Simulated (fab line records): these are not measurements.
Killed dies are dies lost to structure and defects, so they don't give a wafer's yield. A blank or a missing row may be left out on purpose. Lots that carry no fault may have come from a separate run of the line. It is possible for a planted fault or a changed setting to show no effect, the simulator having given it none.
Which tool was responsible? + flow berkeley_cmos170 + 14 lots, 42 wafers sampled, at 3 steps of a route of 331

## WHAT EACH GAUGE READ, for each wafer
UCB170_SDANNEAL_RS_MEAS_03: uses a four-point probe to measure.
| lot  | measured     | on            | NSD_RS (ohm/sq)   |
|------|--------------|---------------|-------------------|
| L380 | day 8 04:49  | film_metro-04 | 37.51 37.49 37.45 |
| L381 | day 8 05:16  | film_metro-01 | 37.71 37.67 37.70 |
| L383 | day 8 21:15  | film_metro-03 | 37.72 37.67 37.72 |
| L384 | day 8 22:17  | film_metro-04 | 37.68 37.64 37.56 |
| L387 | day 9 17:19  | film_metro-03 | 37.66 37.75 37.61 |
| L389 | day 10 13:52 | film_metro-01 | 37.63 37.71 37.70 |
| L391 | day 10 13:56 | film_metro-04 | 37.71 37.59 37.58 |
| L392 | day 10 14:28 | film_metro-03 | 37.56 37.47 37.52 |
| L398 | day 11 15:52 | film_metro-03 | 37.55 37.55 37.52 |
| L396 | day 11 16:11 | film_metro-01 | 37.64 37.54 37.68 |
| L399 | day 12 22:43 | film_metro-01 | 37.79 37.65 37.66 |
| L402 | day 12 22:49 | film_metro-03 | 37.63 37.47 37.66 |
| L401 | day 12 23:12 | film_metro-04 | 37.66 37.54 37.68 |
| L403 | day 14 01:59 | film_metro-01 | 37.72 37.67 37.66 |

UCB170_SILICIDE_RS_MEAS_02: uses a four-point probe to measure.
| lot  | measured     | on            | SILICIDE_TI_RS (ohm/sq) |
|------|--------------|---------------|-------------------------|
| L380 | day 8 05:16  | film_metro-03 | 25.9 25.9 25.9          |
| L381 | day 8 05:44  | film_metro-03 | 25.8 26.0 25.8          |
| L383 | day 8 21:43  | film_metro-03 | 25.2 25.5 25.1          |
| L384 | day 8 22:44  | film_metro-02 | 25.8 25.8 25.7          |
| L387 | day 9 17:46  | film_metro-02 | 25.8 25.7 25.7          |
| L389 | day 10 14:19 | film_metro-02 | 25.8 25.8 25.5          |
| L391 | day 10 14:23 | film_metro-04 | 26.7 26.3 26.6          |
| L392 | day 10 14:56 | film_metro-04 | 25.9 26.4 26.0          |
| L398 | day 11 16:20 | film_metro-02 | 26.3 26.5 26.1          |
| L396 | day 11 16:40 | film_metro-04 | 26.7 26.6 26.2          |
| L399 | day 12 23:10 | film_metro-02 | 25.9 25.9 25.9          |
| L402 | day 12 23:17 | film_metro-03 | 26.4 26.1 26.0          |
| L401 | day 12 23:40 | film_metro-03 | 26.2 25.5 26.3          |
| L403 | day 14 02:27 | film_metro-02 | 25.9 25.7 25.8          |

## WHAT TOOL EACH LOT RAN ON (gives the tool, then ch and the chambers of the sampled wafers, and finally the start)
| lot  | UCB170_SILICIDE_SPUTTER_01   |
|------|------------------------------|
| L380 | pvd_sputter-01, day 8 05:14  |
| L381 | pvd_sputter-03, day 8 05:41  |
| L383 | pvd_sputter-03, day 8 21:41  |
| L384 | pvd_sputter-01, day 8 22:43  |
| L387 | pvd_sputter-02, day 9 17:43  |
| L389 | pvd_sputter-03, day 10 14:17 |
| L391 | pvd_sputter-01, day 10 14:22 |
| L392 | pvd_sputter-03, day 10 14:50 |
| L398 | pvd_sputter-01, day 11 16:18 |
| L396 | pvd_sputter-02, day 11 16:35 |
| L399 | pvd_sputter-03, day 12 23:07 |
| L402 | pvd_sputter-01, day 12 23:13 |
| L401 | pvd_sputter-02, day 12 23:35 |
| L403 | pvd_sputter-03, day 14 02:24 |
- UCB170_SILICIDE_SPUTTER_01: material Ti, target thk 30 nm, time 25 s.

## WHAT THE TOOLS THEMSELVES READ (means of the sampled wafers that have a number; where no wafer has one, the mark that the record gives instead)
UCB170_SILICIDE_SPUTTER_01.
| lot  | tool           | throttle_valve_pct (%) |
|------|----------------|------------------------|
| L380 | pvd_sputter-01 | 29.8                   |
| L381 | pvd_sputter-03 | 30.7                   |
| L383 | pvd_sputter-03 | 30.3                   |
| L384 | pvd_sputter-01 | 29.8                   |
| L387 | pvd_sputter-02 | 29.0                   |
| L389 | pvd_sputter-03 | 29.8                   |
| L391 | pvd_sputter-01 | 30.6                   |
| L392 | pvd_sputter-03 | 29.8                   |
| L398 | pvd_sputter-01 | 30.0                   |
| L396 | pvd_sputter-02 | 29.9                   |
| L399 | pvd_sputter-03 | 30.4                   |
| L402 | pvd_sputter-01 | 30.3                   |
| L401 | pvd_sputter-02 | 29.8                   |
| L403 | pvd_sputter-03 | 30.8                   |

## THE ANSWER, worked out from the rows above alone
Rule: the lots themselves supply what counts as usual. The widest of any qualifying gaps counts: lots, ordered by their means at a reading, are off when they make up no more than a third of the lots, leave a main group of 4 or more, and stand apart from it by 3 or more times the standard deviation of that group's means. If all means in a main group match to the digits the tables above print for the reading, that group is not used. A lot without any number at a reading at which 4 lots or more have one is off too. Where the step has rows for the other lots, those lots are counted as sound. First the gauges in route order, then the tools' own readings, where a lot's mean is used as printed above. The first step at which some lot is off is used, and at that step the reading that is off furthest; a lot without a number counts as furthest.
No lot is off at any reading shown: from this, nothing can be told.

## WHAT THE SIMULATOR PUT IN
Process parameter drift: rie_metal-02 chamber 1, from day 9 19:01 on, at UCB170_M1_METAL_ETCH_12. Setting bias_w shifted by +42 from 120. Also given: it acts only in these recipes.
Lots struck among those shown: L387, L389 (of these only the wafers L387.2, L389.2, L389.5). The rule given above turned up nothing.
